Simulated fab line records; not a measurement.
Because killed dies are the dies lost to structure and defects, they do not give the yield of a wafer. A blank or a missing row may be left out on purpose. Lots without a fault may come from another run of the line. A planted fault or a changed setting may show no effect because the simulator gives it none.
fab line records    flow ritCmos
record lots=6  wafers=18  lastDay=8
route steps=202 shown GATE@89 REOX@98 NLDD@103 PLDD@114 SPACER@125 M1@202
lots untouched by any fault: they come from a run of this same line in which no faults occurred
startH: hours from the record's first day to the start of the lot's first wafer shown    waitH: hours since the lot's step before    " same as the row above    L1.1+2: a row that stands for several wafers    - no value, or no start given    * or withheld: withheld    < > ~ a bound
route shown NAME@n: a module of which the file shows steps, and the number in the route of the first    usual: the fault-free wafers' mean and standard deviation    same: alike in all rows    chamber/n: place in a boat    sites: the reading at each site    _std_site: how widely they spread, as a standard deviation    _edge_site: mean of outer sites minus mean of inner sites    radiusMm: how far each site lies from the wafer's centre    mask NAME#n: copy n    behind: the tool/chamber that last shaped the wafer    hold: cause of the lot's hold/its duration in hours/its outcome    device: which transistor (n, p or np) failed to switch    end of line: tests run on the same wafers once the route is complete    where a step has no rows: the recipe by itself    killed: the dies lost at the first sort to structure and to defects; this is not the yield of the wafer    map: shows each die of a wafer: x if killed, . if not, _ if none is there
set.NAME: the setting as run; set.NAME@STEP: as run at that earlier step    model.NAME: the simulator's own value behind a step, which no gauge read
certain route steps with their lots: each step a table, each wafer a row
services: when a tool's chamber went out of use (startH, in hours from the record's first day, below 0 if earlier), for how many hours, and the reason
## steps
# step RIT_GATE_EXPOSE_13
# recipe maskId=M6  na=0.6  sourceShape=conventional  sigmaOuter=0.6  targetCdNm=150  doseMj=380
# step RIT_GATE_PEB_14
# recipe resist=NOVOLAK  tempC=withheld  timeS=withheld
# step RIT_GATE_DEVELOP_15
# recipe resist=NOVOLAK  developTimeS=50  devTempC=23
# step RIT_GATE_CD_MEAS_16
# recipe targetCdNm=150
# usual cdNm=149.8/2.1
lot.wafer  tool      chamber  startH  waitH  cdNm
L829.1     cdSem-02  -        41.55   -      146.0
L829.2     "         -        "       "      146.5
L829.4     "         -        "       "      146.6
L831.1     cdSem-01  -        47.13   -      150.2
L831.2     "         -        "       "      151.6
L831.4     "         -        "       "      153.3
L845.1     cdSem-01  -        121.73  -      151.1
L845.4     "         -        "       "      152.1
L845.5     "         -        "       "      150.2
L846.1     cdSem-02  -        127.37  -      148.6
L846.2     "         -        "       "      148.1
L846.4     "         -        "       "      150.3
L848.1     cdSem-01  -        134.21  -      150.4
L848.2     "         -        "       "      148.6
L848.5     "         -        "       "      147.7
L852.3     cdSem-01  -        162.35  -      151.9
L852.4     "         -        "       "      150.5
L852.5     "         -        "       "      153.9
# step RIT_GATE_OVL_MEAS_17
# usual GATE_OVL=0.0/1.6
lot.wafer  tool        chamber  startH  waitH  GATE_OVL[nm]
L829.1     overlay-02  -        41.67   0.1    1.2
L829.2     "           -        "       "      2.0
L829.4     "           -        "       "      1.8
L831.1     overlay-01  -        47.25   0.1    -4.8
L831.2     "           -        "       "      -2.6
L831.4     "           -        "       "      -1.9
L845.1     overlay-02  -        121.85  0.1    -2.6
L845.4     "           -        "       "      -1.4
L845.5     "           -        "       "      -2.0
L846.1     overlay-02  -        127.49  0.1    1.1
L846.2     "           -        "       "      -0.4
L846.4     "           -        "       "      1.2
L848.1     overlay-02  -        134.33  0.1    -2.3
L848.2     "           -        "       "      -2.8
L848.5     "           -        "       "      -2.8
L852.3     overlay-02  -        162.45  0.1    1.1
L852.4     "           -        "       "      2.6
L852.5     "           -        "       "      -0.5
# step RIT_GATE_HARDBAKE_18
# recipe resist=NOVOLAK  tempC=140  timeS=60
# step RIT_GATE_ETCH_19
# recipe chemistry=SF6/CHF3/O2  timeS=165  SF6_flow_sccm=30  CHF3_flow_sccm=30  O2_flow_sccm=5  target=poly-Si  pressureMtorr=40  rfW=160  targetDepthA=3125  overEtchFrac=0.2744  stopOn=SiO2
# usual SF6_flow_sccm=29.99/0.094  chamberPressureMTorr=40.00/0.039  drypumpMotorCurrentA=5.9/0.42  oesProductAu=0.840/0.011  throttleValvePct=10.28/0.14
lot.wafer  tool      chamber  startH  waitH  SF6_flow_sccm  chamberPressureMTorr  drypumpMotorCurrentA  oesProductAu  rfHoursCounterH  throttleValvePct
L829.1     rieSi-01  3        41.86   0.1    30.03          40.00                 5.1                   0.842         149              10.44
L829.2     "         0        "       "      30.10          39.99                 5.6                   0.830         1                10.55
L829.4     "         2        "       "      29.95          40.01                 6.5                   0.847         3                10.16
L831.1     rieSi-01  3        47.46   0.1    30.10          40.08                 5.1                   0.843         149              10.44
L831.2     "         2        "       "      29.96          39.98                 6.5                   0.841         3                10.17
L831.4     "         0        "       "      30.15          39.99                 5.6                   0.833         1                10.56
L845.1     rieSi-01  0        122.04  0.1    29.90          39.99                 5.6                   0.815         1                10.55
L845.4     "         2        "       "      30.03          40.07                 6.5                   0.826         -                10.21
L845.5     "         1        "       "      29.99          40.00                 5.6                   0.833         -                10.13
L846.1     rieSi-02  0        127.68  0.1    29.86          40.03                 5.9                   0.857         59               10.21
L846.2     "         3        "       "      29.92          40.05                 5.9                   0.851         0                10.24
L846.4     "         2        "       "      29.81          39.99                 6.4                   0.822         -                10.23
L848.1     rieSi-02  2        134.52  0.1    29.97          40.00                 6.4                   0.835         3                10.22
L848.2     "         3        "       "      30.08          40.02                 5.9                   0.838         0                10.24
L848.5     "         3        "       "      29.94          39.99                 5.9                   0.844         -                10.24
L852.3     rieSi-02  1        162.62  0.1    30.03          39.99                 5.9                   0.819         0                10.39
L852.4     "         3        "       "      29.97          39.96                 5.9                   0.858         0                10.23
L852.5     "         0        "       "      29.93          39.96                 5.8                   0.858         -                10.18
# step RIT_GATE_STRIP_20
# recipe chemistry=O2  timeS=180  resist=NOVOLAK  platenTempC=withheld  powerW=500  pressureMtorr=4000  o2FlowSccm=4000
# usual chamberPressureMTorr=4000/3.8  drypumpMotorCurrentA=5.62/0.24
lot.wafer  tool            chamber  startH  waitH  chamberPressureMTorr  drypumpMotorCurrentA  rfHoursCounterH
L829.1     plasmaAsher-03  0        41.97   0.1    3997                  5.53                  41
L829.2     "               1        "       "      3996                  5.65                  41
L829.4     "               1        "       "      4008                  5.65                  -
L831.1     plasmaAsher-04  0        47.57   0.1    4003                  5.93                  40
L831.2     "               1        "       "      3996                  5.69                  40
L831.4     "               0        "       "      4001                  5.93                  -
L845.1     plasmaAsher-02  0        122.15  0.1    3996                  5.11                  33
L845.4     "               1        "       "      3999                  5.68                  -
L845.5     "               0        "       "      3996                  5.12                  -
L846.1     plasmaAsher-04  0        127.79  0.1    4006                  5.92                  50
L846.2     "               1        "       "      3998                  5.66                  50
L846.4     "               0        "       "      4003                  5.91                  -
L848.1     plasmaAsher-02  1        134.63  0.1    4002                  5.66                  34
L848.2     "               0        "       "      4001                  5.13                  34
L848.5     "               1        "       "      4000                  5.66                  -
L852.3     plasmaAsher-04  1        162.79  0.1    3998                  5.69                  -
L852.4     "               0        "       "      4000                  5.92                  -
L852.5     "               0        "       "      3994                  5.91                  -
# step RIT_GATE_CD_MEAS_90
# recipe targetCdNm=150
# usual cdNm=149.7/2.2
lot.wafer  tool      chamber  startH  waitH  cdNm
L829.1     cdSem-01  -        42.14   0.1    146.0
L829.2     "         -        "       "      146.6
L829.4     "         -        "       "      146.3
L831.1     cdSem-02  -        47.75   0.1    149.6
L831.2     "         -        "       "      151.6
L831.4     "         -        "       "      153.2
L845.1     cdSem-01  -        122.32  0.1    151.2
L845.4     "         -        "       "      152.0
L845.5     "         -        "       "      150.0
L846.1     cdSem-02  -        127.96  0.1    148.1
L846.2     "         -        "       "      148.4
L846.4     "         -        "       "      150.1
L848.1     cdSem-02  -        134.80  0.1    150.4
L848.2     "         -        "       "      148.4
L848.5     "         -        "       "      147.8
L852.3     cdSem-02  -        162.94  0.1    151.8
L852.4     "         -        "       "      150.2
L852.5     "         -        "       "      154.0
# step RIT_REOX_CLEAN_00
# recipe chemistry=SC1  mix=3:3:50  timeS=600  tempC=75
# step RIT_REOX_CLEAN_01
# recipe chemistry=dHF  dilution=50:1  timeS=30
# step RIT_REOX_CLEAN_02
# recipe chemistry=SC2  mix=3:3:50  timeS=600  tempC=75  dry=n2Spin
# step RIT_REOX_OXIDATION_03
# recipe tempC=900  ambient=O2  targetThkA=252  oxTimeS=5580
# usual spikeTcCentreC=902.7/1  spikeTcLoadC=923/3.3  spikeTcSourceC=923.7/1.3  tubeCenterTempC=900.01/0.085  tube_center_temp_C_max=902.4/0.36  zonePowerSourcePct=26/3
lot.wafer  tool        chamber  startH  waitH  spikeTcCentreC  spikeTcLoadC  spikeTcSourceC  tubeCenterTempC  tube_center_temp_C_max  zonePowerSourcePct  model.SiO2_of_REOX_OXIDATION_03.thkNm
L829.1     furnace-04  0        42.66   0.0    903.7           922           923.8           900              902.8                   23                  25.13
L829.2     "           0        "       "      902.7           920           922.2           900.14           903.0                   23                  25.07
L829.4     "           0        "       "      903.0           922           926.1           900.04           902.0                   23                  24.71
L831.1     furnace-04  0        49.31   1.0    903.9           922           925.1           899.95           903.1                   23                  25.37
L831.2     "           0        "       "      904.3           919           924.5           899.92           902.0                   23                  25.98
L831.4     "           0        "       "      905.0           920           923.0           900.02           902.2                   23                  25.74
L845.1     furnace-04  0        123.45  0.6    917.8           935           941.6           914.96           917.5                   24                  30.04
L845.4     "           0        "       "      918.2           936           939.0           915.07           917.4                   24                  29.88
L845.5     "           0        "       "      918.8           937           936.6           915.03           917.1                   24                  29.86
L846.1     furnace-04  0        128.45  0.0    919.0           937           938.0           915.13           917.4                   24                  29.27
L846.2     "           0        "       "      917.8           937           940.6           915.02           917.5                   24                  29.33
L846.4     "           0        "       "      919.8           936           940.1           914.93           917.1                   23                  29.59
L848.1     furnace-01  0        139.42  4.1    902.0           921           922.4           899.84           902.5                   26                  25.62
L848.2     "           0        "       "      902.4           923           922.5           900.07           902.5                   25                  25.55
L848.5     "           0        "       "      903.4           922           921.3           900.1            902.4                   26                  26
L852.3     furnace-01  0        169.01  5.6    902.0           922           922.8           899.96           902.1                   26                  24.26
L852.4     "           0        "       "      901.2           922           921.9           899.94           902.3                   25                  25.14
L852.5     "           0        "       "      902.6           921           921.5           900.07           902.1                   25                  24.71
# step RIT_REOX_THK_MEAS_04
# recipe reads=SiO2_of_REOX_OXIDATION_03
# usual REOX_OXIDE_THK=25.3/0.43
lot.wafer  tool          chamber  startH  waitH  REOX_OXIDE_THK[nm]
L829.1     filmMetro-01  -        45.21   0.0    25.1
L829.2     "             -        "       "      25.0
L829.4     "             -        "       "      24.8
L831.1     filmMetro-04  -        51.86   0.0    25.4
L831.2     "             -        "       "      26.0
L831.4     "             -        "       "      25.7
L845.1     filmMetro-02  -        126.00  0.0    30.0
L845.4     "             -        "       "      29.9
L845.5     "             -        "       "      29.9
L846.1     filmMetro-02  -        131.00  0.0    29.2
L846.2     "             -        "       "      29.4
L846.4     "             -        "       "      29.6
L848.1     filmMetro-01  -        141.97  0.0    25.7
L848.2     "             -        "       "      25.6
L848.5     "             -        "       "      26.0
L852.3     filmMetro-04  -        171.58  0.0    24.3
L852.4     "             -        "       "      25.2
L852.5     "             -        "       "      24.7
# step RIT_NLDD_HMDS_00
# recipe primeTimeS=60  primeTempC=140
# step RIT_NLDD_COAT_01
# recipe resist=NOVOLAK  spinRpm=3250  resistThkNm=1000
# step RIT_NLDD_SOFTBAKE_02
# recipe resist=NOVOLAK  tempC=90  timeS=60
# step RIT_NLDD_EXPOSE_03
# recipe maskId=M7  na=0.57  targetCdNm=40700  doseMj=250
# step RIT_NLDD_PEB_04
# recipe resist=NOVOLAK  tempC=withheld  timeS=withheld
# step RIT_NLDD_DEVELOP_05
# recipe resist=NOVOLAK  developTimeS=50  devTempC=23
# step RIT_NLDD_OVL_MEAS_06
# usual NLDD_OVL=0.0/1.5
lot.wafer  tool        chamber  startH  waitH  NLDD_OVL[nm]
L829.1     overlay-01  -        46.29   -      0.8
L829.2     "           -        "       "      1.6
L829.4     "           -        "       "      0.2
L831.1     overlay-02  -        52.77   -      -0.4
L831.2     "           -        "       "      0.2
L831.4     "           -        "       "      -1.0
L845.1     overlay-01  -        127.04  -      0.7
L845.4     "           -        "       "      -0.9
L845.5     "           -        "       "      1.3
L846.1     overlay-02  -        131.91  -      -3.0
L846.2     "           -        "       "      -2.3
L846.4     "           -        "       "      -1.5
L848.1     overlay-02  -        142.88  -      1.9
L848.2     "           -        "       "      2.4
L848.5     "           -        "       "      0.7
L852.3     overlay-02  -        172.48  -      -1.9
L852.4     "           -        "       "      1.0
L852.5     "           -        "       "      -0.3
# step RIT_NLDD_HARDBAKE_07
# recipe resist=NOVOLAK  tempC=140  timeS=60
# step RIT_NLDD_IMPLANT_08
# recipe species=P  energyKev=20  doseCm2=5e+14  tiltDeg=7
# step RIT_NLDD_STRIP_09
# recipe chemistry=O2  timeS=180  resist=NOVOLAK  platenTempC=withheld  powerW=500  pressureMtorr=4000  o2FlowSccm=4000
# usual chamberPressureMTorr=4000/3.9  drypumpMotorCurrentA=5.76/0.2
lot.wafer  tool            chamber  startH  waitH  chamberPressureMTorr  drypumpMotorCurrentA  rfHoursCounterH
L829.1     plasmaAsher-01  0        46.63   0.1    4003                  5.55                  40
L829.2     "               1        "       "      3999                  6.06                  40
L829.4     "               1        "       "      3996                  6.05                  -
L831.1     plasmaAsher-01  1        53.10   0.1    3999                  6.07                  41
L831.2     "               0        "       "      3992                  5.57                  41
L831.4     "               1        "       "      4003                  6.07                  -
L845.1     plasmaAsher-04  1        127.37  0.1    4002                  5.66                  50
L845.4     "               1        "       "      3993                  5.68                  -
L845.5     "               0        "       "      3997                  5.92                  -
L846.1     plasmaAsher-01  1        132.27  0.1    4001                  6.10                  50
L846.2     "               0        "       "      3999                  5.55                  50
L846.4     "               1        "       "      3999                  6.05                  -
L848.1     plasmaAsher-04  1        143.21  0.1    4007                  5.66                  51
L848.2     "               0        "       "      3998                  5.93                  51
L848.5     "               0        "       "      3996                  5.94                  -
L852.3     plasmaAsher-04  1        172.86  0.1    3995                  5.69                  -
L852.4     "               0        "       "      3999                  5.94                  -
L852.5     "               0        "       "      3994                  5.94                  -
# step RIT_NLDD_TW_MEAS_10
# usual NLDD_TW=2486/9.9
lot.wafer  tool          chamber  startH  waitH  NLDD_TW
L829.1     filmMetro-04  -        46.80   0.1    2502
L829.2     "             -        "       "      2512
L829.4     "             -        "       "      2491
L831.1     filmMetro-02  -        53.28   0.1    2492
L831.2     "             -        "       "      2468
L831.4     "             -        "       "      2471
L845.1     filmMetro-04  -        127.55  0.1    2484
L845.4     "             -        "       "      2491
L845.5     "             -        "       "      2474
L846.1     filmMetro-04  -        132.45  0.1    2483
L846.2     "             -        "       "      2483
L846.4     "             -        "       "      2479
L848.1     filmMetro-03  -        143.39  0.1    2481
L848.2     "             -        "       "      2485
L848.5     "             -        "       "      2491
L852.3     filmMetro-03  -        173.00  0.1    2487
L852.4     "             -        "       "      2483
L852.5     "             -        "       "      2476
# step RIT_PLDD_HMDS_00
# recipe primeTimeS=60  primeTempC=140
# step RIT_PLDD_COAT_01
# recipe resist=NOVOLAK  spinRpm=3250  resistThkNm=1000
# step RIT_PLDD_SOFTBAKE_02
# recipe resist=NOVOLAK  tempC=90  timeS=60
# step RIT_PLDD_EXPOSE_03
# recipe maskId=M8  na=0.57  targetCdNm=40900  doseMj=250
# step RIT_PLDD_PEB_04
# recipe resist=NOVOLAK  tempC=withheld  timeS=withheld
# step RIT_PLDD_DEVELOP_05
# recipe resist=NOVOLAK  developTimeS=50  devTempC=23
# step RIT_PLDD_OVL_MEAS_06
# usual PLDD_OVL=-0.9/1.6
lot.wafer  tool        chamber  startH  waitH  PLDD_OVL[nm]
L829.1     overlay-01  -        47.71   -      0.4
L829.2     "           -        "       "      -1.0
L829.4     "           -        "       "      -2.5
L831.1     overlay-01  -        54.19   -      0.4
L831.2     "           -        "       "      0.9
L831.4     "           -        "       "      0.4
L845.1     overlay-02  -        128.46  -      -3.2
L845.4     "           -        "       "      -1.6
L845.5     "           -        "       "      -1.6
L846.1     overlay-01  -        133.36  -      -1.2
L846.2     "           -        "       "      -1.7
L846.4     "           -        "       "      -1.4
L848.1     overlay-02  -        144.30  -      1.1
L848.2     "           -        "       "      0.6
L848.5     "           -        "       "      -0.7
L852.3     overlay-01  -        174.03  -      -2.4
L852.4     "           -        "       "      -2.3
L852.5     "           -        "       "      -0.4
# step RIT_PLDD_HARDBAKE_07
# recipe resist=NOVOLAK  tempC=140  timeS=60
# step RIT_PLDD_IMPLANT_08
# recipe species=BF2  energyKev=20  doseCm2=9.173e+14  tiltDeg=7
# step RIT_PLDD_STRIP_09
# recipe chemistry=O2  timeS=180  resist=NOVOLAK  platenTempC=withheld  powerW=500  pressureMtorr=4000  o2FlowSccm=4000
# usual chamberPressureMTorr=4000/3.1  drypumpMotorCurrentA=5.72/0.28
lot.wafer  tool            chamber  startH  waitH  chamberPressureMTorr  drypumpMotorCurrentA  rfHoursCounterH
L829.1     plasmaAsher-04  1        48.05   0.1    4002                  5.69                  41
L829.2     "               0        "       "      4006                  5.92                  41
L829.4     "               0        "       "      3997                  5.92                  -
L831.1     plasmaAsher-04  1        54.52   0.1    3997                  5.70                  42
L831.2     "               0        "       "      4001                  5.93                  42
L831.4     "               1        "       "      3999                  5.71                  -
L845.1     plasmaAsher-01  0        128.79  0.1    4000                  5.56                  49
L845.4     "               0        "       "      4006                  5.56                  -
L845.5     "               0        "       "      4003                  5.55                  -
L846.1     plasmaAsher-01  1        133.79  0.1    3999                  6.05                  50
L846.2     "               0        "       "      4001                  5.55                  50
L846.4     "               0        "       "      4003                  5.57                  -
L848.1     plasmaAsher-01  1        144.64  0.1    3999                  6.05                  51
L848.2     "               0        "       "      4001                  5.56                  51
L848.5     "               1        "       "      4005                  6.06                  -
L852.3     plasmaAsher-01  1        174.41  0.1    4007                  6.07                  -
L852.4     "               0        "       "      4002                  5.56                  -
L852.5     "               0        "       "      4002                  5.56                  -
# step RIT_PLDD_TW_MEAS_10
# usual PLDD_TW=2356/9.1
lot.wafer  tool          chamber  startH  waitH  PLDD_TW
L829.1     filmMetro-04  -        48.22   0.1    2358
L829.2     "             -        "       "      2374
L829.4     "             -        "       "      2355
L831.1     filmMetro-04  -        54.70   0.1    2356
L831.2     "             -        "       "      2365
L831.4     "             -        "       "      2354
L845.1     filmMetro-02  -        128.97  0.1    2355
L845.4     "             -        "       "      2354
L845.5     "             -        "       "      2359
L846.1     filmMetro-02  -        133.96  0.1    2347
L846.2     "             -        "       "      2348
L846.4     "             -        "       "      2360
L848.1     filmMetro-04  -        144.81  0.1    2366
L848.2     "             -        "       "      2352
L848.5     "             -        "       "      2361
L852.3     filmMetro-02  -        174.54  0.1    2367
L852.4     "             -        "       "      2363
L852.5     "             -        "       "      2357
# step RIT_SPACER_CLEAN_00
# recipe chemistry=SC1  mix=3:3:50  timeS=600  tempC=75
lot.wafer  tool         chamber  startH  waitH  model.SiO2_of_REOX_OXIDATION_03.thkNm
L829.1     wetBench-04  0        48.28   0.1    23.23
L829.2     "            0        "       "      23.17
L829.4     "            0        "       "      22.86
L831.1     wetBench-03  2        54.76   0.1    23.46
L831.2     "            2        "       "      24.02
L831.4     "            2        "       "      23.8
L845.1     wetBench-02  3        129.03  0.1    27.69
L845.4     "            3        "       "      27.55
L845.5     "            3        "       "      27.53
L846.1     wetBench-04  0        134.02  0.1    26.98
L846.2     "            0        "       "      27.05
L846.4     "            0        "       "      27.26
L848.1     wetBench-02  2        144.87  0.1    23.66
L848.2     "            2        "       "      23.6
L848.5     "            2        "       "      24.01
L852.3     wetBench-03  3        174.58  0.0    22.4
L852.4     "            3        "       "      23.21
L852.5     "            3        "       "      22.82
# step RIT_SPACER_CLEAN_01
# recipe chemistry=dHF  dilution=50:1  timeS=30
# step RIT_M1_PROBE_99
# usual killedAtContacts=0.1/0.23  killedAtFrontEnd=6/3.1  killedDies=6/3.1  killedOpen=3.2/1.9  killedShort=3.2/2.1
# same grossDies=264  killed_at_M0_to_M3=0  killed_at_M4_up=0  killedAtBackSide=0  killedAtOther=0
lot.wafer  tool       chamber  startH  waitH  killedAtContacts  killedAtFrontEnd  killedDies  killedOpen  killedShort  model.etest.pmosTurned.rOnOhmUm  model.etest.pmos_0p3.rOnOhmUm  model.etest.pmos_0p15.rOnOhmUm  model.etest.pldd.rsOhmSq  model.etest.nmos_0p15.rOnOhmUm  model.etest.nmos_0p3.rOnOhmUm  model.etest.pldd.lineOhmUm  model.etest.nmosTurned.driveUaUm
L829.1     prober-02  -        61.61   0.1    0                 8                 8           4           4            3401                             6414                           2725                            480.4                     1106                            2182                           151                         339.3
L829.2     prober-02  -        61.66   0.1    0                 8                 8           3           5            3447                             6474                           2753                            484.2                     1121                            2199                           151.4                       331.6
L829.4     prober-02  -        61.76   0.2    0                 3                 3           1           2            3314                             6290                           2642                            463.9                     1094                            2147                           147.9                       344.3
L831.1     prober-02  -        68.69   0.1    0                 7                 7           4           3            3424                             6291                           2755                            485.4                     1138                            2179                           155.2                       319.4
L831.2     prober-02  -        68.74   0.1    0                 5                 5           2           3            3557                             6359                           2850                            515.2                     1156                            2206                           165.3                       300.1
L831.4     prober-02  -        68.84   0.2    0                 3                 3           3           0            3562                             6361                           2885                            503.7                     1184                            2209                           157.8                       305.6
L846.1     prober-01  -        159.04  0.4    1                 4                 5           4           1            4795                             7217                           3448                            853.7                     1286                            2359                           267                         220.7
L846.2     prober-01  -        159.09  0.4    0                 4                 4           2           2            4793                             7156                           3415                            857.9                     1264                            2363                           270.9                       222.3
L846.4     prober-01  -        159.19  0.5    0                 5                 5           3           2            5031                             7353                           3545                            888.4                     1303                            2390                           277.9                       210.3
L845.1     prober-01  -        159.34  0.6    0                 7                 7           4           3            5304                             7039                           3559                            998.1                     1289                            2288                           306.5                       220.8
L845.4     prober-01  -        159.49  0.7    0                 4                 4           2           2            5184                             6976                           3582                            996.8                     1289                            2280                           309.7                       225.1
L845.5     prober-01  -        159.54  0.7    0                 8                 8           5           3            5154                             7042                           3513                            987.7                     1238                            2234                           310.8                       230
L848.1     prober-02  -        159.34  0.6    0                 11                11          6           5            3580                             6400                           2875                            534.4                     1138                            2131                           166                         328.4
L848.2     prober-02  -        159.39  0.6    0                 10                10          9           1            3518                             6420                           2829                            529.1                     1151                            2141                           166.4                       335.8
L848.5     prober-02  -        159.54  0.7    0                 13                13          4           9            3543                             6352                           2809                            554.9                     1120                            2116                           177.2                       329.1
L852.3     prober-02  -        188.89  0.2    0                 2                 2           0           2            3391                             6294                           2756                            451.3                     1154                            2156                           141.1                       329.7
L852.4     prober-02  -        188.94  0.2    0                 13                13          7           5            3442                             6311                           2760                            490.9                     1150                            2156                           152.2                       315.9
L852.5     prober-02  -        188.99  0.2    0                 8                 8           5           2            3484                             6401                           2836                            474.9                     1166                            2175                           148.4                       322.6
# killed by level:class
L829.1 GATE:geometricParticle:open=2 GATE:geometricParticle:short=2 REOX:geometricParticle:short=1 SPACER:geometricParticle:open=1 SILICIDE:geometricParticle:open=1 SILICIDE:geometricParticle:short=1
L829.2 GATE:geometricParticle:short=2 GATE:geometricParticle:open=2 REOX:geometricParticle:short=2 REOX:geometricParticle:open=1 SPACER:geometricParticle:short=1
L829.4 ACTIVE:geometricParticle:short=1 GATE:geometricParticle:short=1 REOX:geometricParticle:open=1
L831.1 SILICIDE:geometricParticle:open=2 FOX1:geometricParticle:open=1 GATE:geometricParticle:short=1 GATE:geometricParticle:open=1 SPACER:geometricParticle:short=1 SILICIDE:geometricParticle:short=1
L831.2 FOX1:geometricParticle:open=1 FOX1:geometricParticle:short=1 GATE:geometricParticle:short=1 GATE:geometricParticle:open=1 REOX:geometricParticle:short=1
L831.4 GATE:geometricParticle:open=1 REOX:geometricParticle:open=1 SPACER:geometricParticle:open=1
L846.1 SPACER:geometricParticle:open=2 FOX2:geometricParticle:open=1 SILICIDE:geometricParticle:short=1 CONTACT:geometricParticle:open=1
L846.2 SPACER:geometricParticle:short=2 FOX2:geometricParticle:open=1 GATE:geometricParticle:open=1
L846.4 SILICIDE:geometricParticle:open=2 GATE:geometricParticle:short=1 GATE:geometricParticle:open=1 REOX:geometricParticle:short=1
L845.1 GATE:geometricParticle:short=3 GATE:geometricParticle:open=2 SPACER:geometricParticle:open=1 SILICIDE:geometricParticle:open=1
L848.1 GATE:geometricParticle:short=4 FOX1:geometricParticle:open=2 GATE:geometricParticle:open=2 FOX1:geometricParticle:short=1 REOX:geometricParticle:open=1 SILICIDE:geometricParticle:open=1
L848.2 GATE:geometricParticle:open=4 FOX1:geometricParticle:open=2 SILICIDE:geometricParticle:open=2 GATE:geometricParticle:short=1 REOX:geometricParticle:open=1
L845.4 GATE:geometricParticle:short=2 GATE:geometricParticle:open=1 SILICIDE:geometricParticle:open=1
L845.5 SPACER:geometricParticle:open=3 SILICIDE:geometricParticle:short=2 GATE:geometricParticle:short=1 GATE:geometricParticle:open=1 REOX:geometricParticle:open=1
L848.5 GATE:geometricParticle:short=3 REOX:geometricParticle:open=3 REOX:geometricParticle:short=2 SPACER:geometricParticle:short=2 FOX1:geometricParticle:short=1 SILICIDE:geometricParticle:short=1 SILICIDE:geometricParticle:open=1
L852.3 GATE:geometricParticle:short=2
L852.4 GATE:geometricParticle:open=6 GATE:geometricParticle:short=3 FOX1:geometricParticle:short=2 FOX1:geometricParticle:open=1 PLDD:coatMicrobubblePrinted=1
L852.5 GATE:geometricParticle:open=3 GATE:geometricParticle:short=2 SILICIDE:geometricParticle:open=2 PLDD:coatMicrobubblePrinted=1
## services
tool            chamber  startH  hours  kind
plasmaAsher-03  -        44.25   10.6   repair
plasmaAsher-02  -        48.76   7.4    repair
furnace-04      -        62.55   2.7    pm
rieSi-02        3        76.72   -      clean
rieSi-02        3        76.72   33.0   scheduledDown
rieSi-02        3        76.72   33.0   ventCycle
rieSi-02        -        80.75   0.7    repair
rieSi-01        0        80.95   7.0    repair
furnace-01      -        81.33   1.7    pm
plasmaAsher-02  -        97.46   1.3    repair
plasmaAsher-03  -        108.75  9.0    pm
plasmaAsher-03  0        108.75  9.0    ventCycle
plasmaAsher-03  1        108.75  9.0    ventCycle
wetBench-02     -        108.92  1.3    repair
rieSi-01        3        110.41  -      clean
rieSi-01        3        110.41  23.3   scheduledDown
rieSi-01        3        110.41  23.3   ventCycle
plasmaAsher-04  -        125.17  1.5    repair
rieSi-02        1        126.92  -      clean
rieSi-02        1        126.92  25.0   scheduledDown
rieSi-02        1        126.92  25.0   ventCycle
furnace-01      -        135.78  3.6    pm
rieSi-02        3        137.40  1.8    repair
plasmaAsher-01  -        160.25  2.8    pm
## key
firstSign step=RIT_REOX_OXIDATION_03  reading=tubeCenterTempC  direction=up  sigmas=99+  usual=*  struck=*
effect step=RIT_REOX_OXIDATION_03  reading=tube_center_temp_C_max  direction=up  sigmas=41  usual=*  struck=*
effect step=RIT_REOX_THK_MEAS_04  reading=REOX_OXIDE_THK  direction=up  sigmas=10  usual=25.3  struck=29.7
modelEffect step=RIT_REOX_OXIDATION_03  value=SiO2_of_REOX_OXIDATION_03.thkNm  without=25.53  struck=29.66
modelEffect step=RIT_SPACER_CLEAN_00  value=SiO2_of_REOX_OXIDATION_03.thkNm  without=23.53  struck=27.34
modelEffect step=RIT_M1_PROBE_99  value=etest.pmosTurned.rOnOhmUm  without=3551  struck=5043
metAt RIT_REOX_OXIDATION_03
struckWafers L845.1,L845.4,L845.5,L846.1,L846.2,L846.4
testerLeftOut L845,L846
loopTrim step=RIT_GATE_EXPOSE_13  setting=dose  lots=L845,L846
onsetBetween 49.31 123.45
fault kind=processParameterDrift  tool=furnace-04  chamber=-  onsetH=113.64  steps=RIT_REOX_OXIDATION_03  channel=tempC  offset=*  shape=step  endH=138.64  actsIn=*  stated=*
# testerLeftOut: of these lots the tester's yield and bins aren't shown, on N5 and GAA mostly nor the transistor test; their killed dies are dies lost to structure and defects alone, not to doping, threshold or leakage, so they don't give the yield
# loopTrim: a control loop set the setting to another value than it would have without faults
